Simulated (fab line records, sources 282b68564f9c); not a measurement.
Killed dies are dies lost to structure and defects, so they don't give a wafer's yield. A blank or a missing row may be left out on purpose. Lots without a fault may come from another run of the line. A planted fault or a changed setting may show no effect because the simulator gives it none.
Problem report in the 8D (eight disciplines) form, filled by code | flow rit_cmos | the parts of the form that need people (team, actions taken, sign-off) are left out

1. THE PROBLEM
wafer_temp_C_max at RIT_SILICIDE_RTA_04 reads a mean of 723.7 on 9 wafers of 3 lots; wafers without a fault read 653.4 with a standard deviation of 0.85. That is +83 standard deviations from the usual mean.
The step: time 10 s, ramp up 5 s, ramp down 5 s.
First seen on wafer L224.2, day 5 06:59, on rtp_anneal-01. The record holds 21 wafers of 7 lots with a number at this step. Rule for "out", or "out of limits": more than 4 standard deviations from the usual mean. The other wafers with a number count as sound.

2. WHAT IT IS AND WHAT IT IS NOT
question                    | is                     | is not
which readings at this step | wafer_temp_C_max       | -
which lots                  | L224, L226, L228       | L214, L216, L231, L237
which wafers of those lots  | all that have a number | -
read on which tools         | rtp_anneal-01          | rtp_anneal-02
when                        | from day 5 06:59       | up to then (6 sound wafers); but 6 sound wafers of L231, L237 came after

3. SUSPECTS, AND WHAT RULES EACH OUT
Counting: a tool at a process step up to the reading stays a suspect if it ran every lot that is out and no sound lot after the first of them.
- rtp_anneal-02 at RIT_SDANNEAL_RTA_03 (time 5 s): kept. It ran every lot that is out, first L224 (day 5 06:06), and no sound lot after that; its last sound lot up to then is L216 (day 3 12:49).
- pvd_sputter-03 at RIT_SILICIDE_SPUTTER_01 (material Ti, target thk 30 nm, time 240 s): kept. It ran every lot that is out, first L224 (day 5 06:38), and no sound lot after that; its last sound lot up to then is L216 (day 3 13:20).
- rtp_anneal-01 at RIT_SILICIDE_RTA_04 (time 10 s, ramp up 5 s, ramp down 5 s): kept. It ran every lot that is out, first L224 (day 5 06:59), and no sound lot after that; its last sound lot up to then is L216 (day 3 13:41). Its own readings are out on those wafers: wafer_temp_C_max.
Left after counting: rtp_anneal-02 at RIT_SDANNEAL_RTA_03, pvd_sputter-03 at RIT_SILICIDE_SPUTTER_01, rtp_anneal-01 at RIT_SILICIDE_RTA_04.

4. THE CAUSE (what the simulator had put in)
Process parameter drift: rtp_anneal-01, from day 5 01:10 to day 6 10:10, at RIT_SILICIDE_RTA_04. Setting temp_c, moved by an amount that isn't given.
Counting left 3 suspects, and this tool is among them.

5. THE CHAIN OF EFFECTS, in route order
Each row: a reading whose mean over the struck wafers that have a number lies more than 3 standard deviations from the usual. Only readings for which the record gives a usual standard deviation are gone through. hours: the time from each lot's start at the first step in this table that gives one to its start at this step, as a median over the lots. sigmas: the change in usual standard deviations.
hours | step                | reading          | usual | on struck wafers | change | sigmas
0     | RIT_SILICIDE_RTA_04 | wafer_temp_C_max | 653.4 | 723.7            | +70.3  | +83
The process steps in it:
- RIT_SILICIDE_RTA_04: time 10 s, ramp up 5 s, ramp down 5 s.

6. WHAT WOULD HAVE CAUGHT IT SOONER
In this record the first reading out of limits was taken at day 5 06:59, 6 hours after the fault began at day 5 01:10.
